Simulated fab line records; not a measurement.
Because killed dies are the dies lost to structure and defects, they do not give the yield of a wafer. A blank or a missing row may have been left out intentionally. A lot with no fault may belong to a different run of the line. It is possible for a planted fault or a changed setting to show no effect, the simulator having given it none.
The tool behind it: which one? ; flow rit_cmos ; at 1 step of a route of 202, 14 lots with 42 wafers sampled

## WHAT EACH GAUGE READ, for each wafer
The record holds no reading of a measuring or inspecting step that can be judged against a usual standard deviation.

## EACH LOT AND THE TOOL THAT RAN IT (in order: tool; ch and the chambers of the sampled wafers; start)
lot;RIT_ACTIVE_STRIP_14
L990;plasma_asher-02 ch 0,1, day 2 02:50
L991;plasma_asher-01 ch 0,1, day 2 06:44
L992;plasma_asher-04 ch 0,1, day 2 10:55
L993;plasma_asher-04 ch 0, day 2 16:02
L994;plasma_asher-04 ch 0, day 2 21:59
L996;plasma_asher-04 ch 0,1, day 3 10:03
L998;plasma_asher-04 ch 0,1, day 3 17:13
L999;plasma_asher-04 ch 0,1, day 3 22:22
L100;plasma_asher-02 ch 0,1, day 4 02:50
L101;plasma_asher-01 ch 0,1, day 4 09:56
L102;plasma_asher-04 ch 0,1, day 4 12:50
L103;plasma_asher-04 ch 0,1, day 4 18:16
L105;plasma_asher-01 ch 0,1, day 5 04:21
L110;plasma_asher-01 ch 0,1, day 6 05:13
- RIT_ACTIVE_STRIP_14: strips in O2, time 180 s.

## WHAT THE TOOLS THEMSELVES READ (means of the sampled wafers that have a number; where no wafer has one, the mark that the record gives instead)
RIT_ACTIVE_STRIP_14.
lot;tool;chamber_pressure_mTorr (mTorr);drypump_motor_current_A (A)
L990;plasma_asher-02;3997;5.67
L991;plasma_asher-01;4000;6.19
L992;plasma_asher-04;3999;6.11
L993;plasma_asher-04;3999;6.06
L994;plasma_asher-04;3996;6.02
L996;plasma_asher-04;3999;6.10
L998;plasma_asher-04;4001;6.06
L999;plasma_asher-04;4001;6.11
L100;plasma_asher-02;4002;5.68
L101;plasma_asher-01;3997;6.02
L102;plasma_asher-04;3200;6.10
L103;plasma_asher-04;3198;6.11
L105;plasma_asher-01;4001;6.17
L110;plasma_asher-01;3998;6.18

## THE ANSWER, worked out from the rows above alone
Rule: the usual values come from the lots themselves. Put in order of their means at a reading, lots are off if they are a third of the lots or fewer, leave a main group of 4 or more, and stand apart from it by a gap of 3 or more times the standard deviation of the main group's means; of several such gaps the widest counts. The tables above print the reading to a certain number of digits; a main group whose means all agree to those digits is not used. Also off: a lot with no number at a reading for which 4 or more lots have one. All remaining lots with rows at the step are treated as sound. First the gauges in route order, then the tools' own readings, where a lot's mean is used as printed above. The first step at which some lot is off is used, and at that step the reading that is off furthest; a lot without a number counts as furthest.
Off at RIT_ACTIVE_STRIP_14 (chamber_pressure_mTorr): L102, L103. The main group: mean 3999 mTorr, standard deviation 1.8.
If a tool, at that step or one of the process steps before it, ran each lot that is off and ran no sound lot following the first of them, it fits. One candidate fits, namely plasma_asher-04 at RIT_ACTIVE_STRIP_14. A fault onset in the window from L999 (day 3 22:22, its last sound lot) to L102 (day 4 12:50, its first lot off) fits.
On the lots that are off, the tool's own readings at RIT_ACTIVE_STRIP_14 differ by more than 5 times the standard deviation of the sound lots' means, which bears it out; chamber_pressure_mTorr reads 3199 mTorr there versus 3999 mTorr on the sound lots.

## WHAT THE SIMULATOR HAD INSERTED
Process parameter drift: plasma_asher-04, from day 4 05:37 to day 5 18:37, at RIT_ACTIVE_STRIP_14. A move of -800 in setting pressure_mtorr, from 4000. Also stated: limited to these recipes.
Shown lots that were struck: L102, L103. Same finding as the rule above.
